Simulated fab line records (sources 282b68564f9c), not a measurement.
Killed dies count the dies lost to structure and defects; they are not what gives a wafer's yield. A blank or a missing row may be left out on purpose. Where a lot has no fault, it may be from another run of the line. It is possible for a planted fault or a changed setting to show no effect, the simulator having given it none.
Code-filled problem report in 8D (eight disciplines) form    flow rit_cmos    the parts of the form that need people (team, actions taken, sign-off) are left out

## 1. THE ISSUE
SPACER_NITRIDE_THK at RIT_SPACER_THK_MEAS_04 reads a mean of 388.0 nm on 3 wafers of 1 lot; wafers without a fault read 250.9 nm with a standard deviation of 2.1. Measured from the usual mean, that is +65 standard deviations.
Seen first at day 5 14:27 on film_metro-01, wafer L600.1. The record holds 39 wafers of 13 lots with a number at this step. Rule for "out", or "out of limits": more than 4 standard deviations from the usual mean. Any other wafer with a number is counted as sound.

## 2. WHAT THIS IS AND IS NOT
question                     is                      is not
which readings at this step  SPACER_NITRIDE_THK      -
which lots                   L600                    L589, L590, L591, L593, L594, L595, L598, L599, L603, L607, L609, L610
which wafers of those lots   all that have a number  -
read on which gauges         film_metro-01           film_metro-03, film_metro-04
when                         from day 5 14:27        up to then (24 sound wafers); but 12 sound wafers of L603, L607, L609, L610 came after

## 3. WHAT RULES OUT EACH SUSPECT
Counting: a tool stays on the suspect list if, at a process step up to the reading, it processed all lots that are out and no sound lot following the first of them.
- the gauge at RIT_SPACER_THK_MEAS_04 is ruled out. All the wafers that are out were read on film_metro-01, but those of them that RIT_SPACER_CVD_03 has rows for are out there too, on other tools.
- plasma_asher-03 at RIT_PRETRO_STRIP_09 (strips in O2, time 180 s): ruled out as a lasting fault. The sound lots L603, L609, L610 went through it after L600, its earliest lot that is out (day 4 21:24).
- lpcvd-02 at RIT_SPACER_CVD_03 (deposits Si3N4 from SiH2Cl2/NH3, target thk 250 nm, time 3300 s): kept. It ran the lot that is out, L600 (day 5 12:32), and no sound lot after that; its last sound lot up to then is L594 (day 4 08:17). Its own spike_tc_centre_C, spike_tc_load_C, spike_tc_source_C, susceptor_temp_C readings are out on those wafers.
Left after counting: lpcvd-02 at RIT_SPACER_CVD_03.

## 4. THE CAUSE (what the simulator had put in)
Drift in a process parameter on lpcvd-02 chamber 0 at RIT_SPACER_CVD_03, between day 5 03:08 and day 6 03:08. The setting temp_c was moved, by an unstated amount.
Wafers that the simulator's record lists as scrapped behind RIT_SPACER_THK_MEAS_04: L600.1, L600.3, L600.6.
After counting, this tool was the only one left.

## 5. THE EFFECT CHAIN, in route order
Rows list readings where the struck wafers' mean (over those with a number) sits beyond 3 standard deviations from the usual. Only readings for which the record gives a usual standard deviation are gone through. hours: the time from each lot's start at the first step in this table that gives one to its start at this step, as a median over the lots. sigmas: the change in usual standard deviations.
hours  step                    reading             usual     on struck wafers  change  sigmas
0      RIT_SPACER_CVD_03       spike_tc_centre_C   811.6 C   835.0             +23.4   +16
0      RIT_SPACER_CVD_03       spike_tc_load_C     833 C     850               +17     +4.4
0      RIT_SPACER_CVD_03       spike_tc_source_C   834 C     859               +25     +8.4
0      RIT_SPACER_CVD_03       susceptor_temp_C    809.9 C   834.5             +24.6   +65
2      RIT_SPACER_THK_MEAS_04  SPACER_NITRIDE_THK  250.9 nm  388.0             +137.1  +65
Its process steps:
- RIT_SPACER_CVD_03: deposits Si3N4 from SiH2Cl2/NH3, target thk 250 nm, time 3300 s.

## 6. WHAT WOULD HAVE CAUGHT IT SOONER
The first out-of-limits reading at a measuring or inspecting step in this record came at day 5 14:27, 11 hours after the fault's start at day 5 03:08.
The tool's own readings at RIT_SPACER_CVD_03 were out on every struck wafer that the step has a row for (spike_tc_centre_C, spike_tc_load_C, spike_tc_source_C, susceptor_temp_C): an alarm limit on them would have fired on the first of those.
By day 5 14:27 the whole set of lots that are out, 1 in number, had already begun RIT_SPACER_CVD_03 on lpcvd-02. Had the tool been put on hold then, not one of them would have been saved.
